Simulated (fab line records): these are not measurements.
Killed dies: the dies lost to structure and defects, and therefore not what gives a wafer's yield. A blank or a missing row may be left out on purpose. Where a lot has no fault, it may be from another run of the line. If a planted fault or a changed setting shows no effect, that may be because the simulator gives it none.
Which of the tools did it?    flow berkeley-cmos170    7 lots, 21 wafers sampled, at 2 steps of a route of 331

WHAT EACH GAUGE READ, for each wafer
UCB170_ACTIVE_THK_MEAS_06.
lot   measured     on             ACTIVE_NITRIDE_THK (nm)
L592  day 4 11:34  film-metro-01  217.5 214.7 215.2
L594  day 4 21:35  film-metro-04  220.9 222.1 221.1
L596  day 5 09:58  film-metro-01  222.3 222.9 221.2
L598  day 5 16:40  film-metro-04  167.3 166.0 166.2
L606  day 7 07:49  film-metro-02  167.8 168.5 167.1
L608  day 7 21:09  film-metro-04  221.0 222.6 221.5
L613  day 9 00:22  film-metro-02  223.0 222.0 221.5

WHAT TOOL EACH LOT RAN ON (gives the tool, then ch and the chambers of the sampled wafers, and finally the start)
lot   UCB170_ACTIVE_CVD_05
L592  lpcvd-02 ch 0, day 4 09:38
L594  lpcvd-01 ch 1, day 4 19:40
L596  lpcvd-02 ch 0, day 5 08:03
L598  lpcvd-02 ch 0, day 5 14:45
L606  lpcvd-02 ch 0, day 7 05:53
L608  lpcvd-01 ch 0, day 7 19:14
L613  lpcvd-01 ch 0, day 8 22:26
- UCB170_ACTIVE_CVD_05: deposits Si3N4 from SiH2Cl2/NH3, target thk 220 nm, time 3300 s.

THE ANSWER, worked out from the rows above alone
Rule: the lots themselves supply what counts as usual. The widest of any qualifying gaps counts: lots, ordered by their means at a reading, are off when they make up no more than a third of the lots, leave a main group of 4 or more, and stand apart from it by 3 or more times the standard deviation of that group's means. A main group whose means are all the same, to the digits that the tables above print for the reading, isn't used. Also off: a lot with no number at a reading for which 4 or more lots have one. Where the step has rows for the other lots, those lots are counted as sound.
Off: at UCB170_ACTIVE_THK_MEAS_06 (ACTIVE_NITRIDE_THK), L598, L606. The main group: mean 220.6 nm, standard deviation 2.4.
A tool fits if, at a process step before that reading, it ran every lot that is off, and no sound lot after the first of them. Gauges at UCB170_ACTIVE_THK_MEAS_06: tried the same way as those tools. One fits: UCB170_ACTIVE_CVD_05 on lpcvd-02. A fault onset in the window from L596 (day 5 08:03, its last sound lot) to L598 (day 5 14:45, its first lot off) fits.

WHAT THE SIMULATOR HAD PUT IN
Site profile drift: lpcvd-02, from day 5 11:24 on, at UCB170_ACTIVE_CVD_05. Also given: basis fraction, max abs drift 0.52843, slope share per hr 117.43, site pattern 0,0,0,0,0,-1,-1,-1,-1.
Shown lots that were struck: L598, L606. The rule above reached the same finding.
